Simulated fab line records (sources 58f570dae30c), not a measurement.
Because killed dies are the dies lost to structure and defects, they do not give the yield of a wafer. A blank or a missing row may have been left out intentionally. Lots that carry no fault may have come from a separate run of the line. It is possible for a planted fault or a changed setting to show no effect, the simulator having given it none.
Split-lot trial | flow berkeley cmos170 | on a route of 331 steps: 5 lots, 23 wafers read

== ON THE SPLIT ==
At UCB170_V1_PEB_10, the setting peb temp c was moved away from the recipe's 130 C on 8 of the 23 wafers read, by -2.5% to +2.5%. The other wafers ran this setting at the recipe's value.

== FROM THE SPLIT TO THE READING: what the file shows between them, 4 steps ==
- UCB170_V1_DEVELOP_11: develop time 45 s
- UCB170_V1_CD_MEAS_12: target cd 700 nm
- UCB170_V1_ETCH_14: etches SiO2 in CHF3/CF4/Ar, stops on Al, target depth 1250 nm, time 291 s
- UCB170_V1_STRIP_15: strips in O2

== THE READING ==
At UCB170_V1_CD_MEAS_90: cd nm in nanometres, against a target cd of 700 nm. Fault-free wafers of this fab line usually give 700.6 nm, standard deviation 1.4 nm.

wafer  | tool, chamber at the split | peb temp c as run, C | against the recipe | cd nm, nm | against lot-mates on the recipe
L078.1 | litho track-03, 0          | 126.7                | -2.5%              | 674.7     | -24.6
L078.2 | litho track-03, 0          | 130                  | recipe             | 698.6     | -
L078.3 | litho track-03, 0          | 130                  | recipe             | 700.1     | -
L078.4 | litho track-03, 0          | 126.7                | -2.5%              | 675.1     | -24.2
L078.5 | litho track-03, 0          | 126.7                | -2.5%              | 673.5     | -25.9
L080.1 | litho track-02, 0          | 130                  | recipe             | 700.0     | -
L080.2 | litho track-02, 0          | 130                  | recipe             | 701.1     | -
L080.3 | litho track-02, 0          | 130                  | recipe             | 701.4     | -
L080.4 | litho track-02, 0          | 130                  | recipe             | 700.2     | -
L080.6 | litho track-02, 0          | 130                  | recipe             | 700.5     | -
L076.2 | litho track-03, 0          | 130                  | recipe             | 701.9     | -
L076.3 | litho track-03, 0          | 133.2                | +2.5%              | 722.3     | +19.5
L076.4 | litho track-03, 0          | 133.2                | +2.5%              | 719.6     | +16.8
L076.5 | litho track-03, 0          | 130                  | recipe             | 704.5     | -
L076.6 | litho track-03, 0          | 130                  | recipe             | 702.1     | -
L081.2 | litho track-03, 0          | 130                  | recipe             | 701.5     | -
L081.3 | litho track-03, 0          | 130                  | recipe             | 697.3     | -
L081.4 | litho track-03, 0          | 130                  | recipe             | 701.3     | -
L085.2 | litho track-04, 0          | 131.2                | +0.9%              | 707.1     | +7.8
L085.3 | litho track-04, 0          | 131.2                | +0.9%              | 708.1     | +8.8
L085.4 | litho track-04, 0          | 131.2                | +0.9%              | 708.9     | +9.6
L085.5 | litho track-04, 0          | 130                  | recipe             | 699.3     | -
L085.6 | litho track-04, 0          | 130                  | recipe             | 699.3     | -

FIT RESULTS
A straight line over all 23 wafers: cd nm changes by +9.41 nm for each +1% of peb temp c; r = +0.99; the points scatter about the line by 1.8 nm.
The same after taking each lot's own level away (the mean of its wafers on the recipe; 23 wafers): +8.92 nm for each +1%; r = +0.99; scatter 1.7 nm.
Per that fit: largest peb temp c move, reading shift of 23 nm.
Across the lots, their own levels run from 699.30 to 702.83 nm, a range of 2.5 times the standard deviation given above.
So the lot-to-lot level changes the slope little: the two slopes agree.
Check: -22.8 nm against its lot-mates is what the line predicts for one of the wafers moved furthest among these (-2.5%) when that wafer is left out of the fit. It came out at -24.6 nm against them.

== FURTHER SPLITS ON THESE WAFERS ==
These wafers also went through other splits before the reading. Each is held against what the fit with the lots' levels taken away leaves over:
other split on the same wafers    | wafers away from the commonest value | r with cd nm (lot level and that fit taken away)
UCB170_SILICIDE_SPUTTER_01 time s | 10                                   | +0.14
UCB170_CONTACT_EXPOSE_12 dose mj  | 9                                    | +0.21
UCB170_M1_EXPOSE_06 dose mj       | 9                                    | +0.02
UCB170_M1_DEVELOP_08 dev temp c   | 4                                    | -0.36

== THE WHOLE CHAIN: every reading that the file lists as answering this split, in the file's order ==
step                 | what it does                                                              | reading                                                   | change (the file's fit)              | r (the file's)
UCB170_V1_CD_MEAS_12 | target cd 700 nm                                                          | cd nm                                                     | +8.63 nm for each +1% of the setting | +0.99
UCB170_V1_ETCH_14    | etches SiO2 in CHF3/CF4/Ar, stops on Al, target depth 1250 nm, time 291 s | V1.cd nm (the simulator's own value, which no gauge read) | +8.76 nm for each +1% of the setting | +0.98
UCB170_V1_CD_MEAS_90 | target cd 700 nm                                                          | cd nm                                                     | +8.68 nm for each +1% of the setting | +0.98

== THE FILE'S OWN FIT ==
cd nm changes by +8.68 nm for each +1% of peb temp c, r = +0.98.
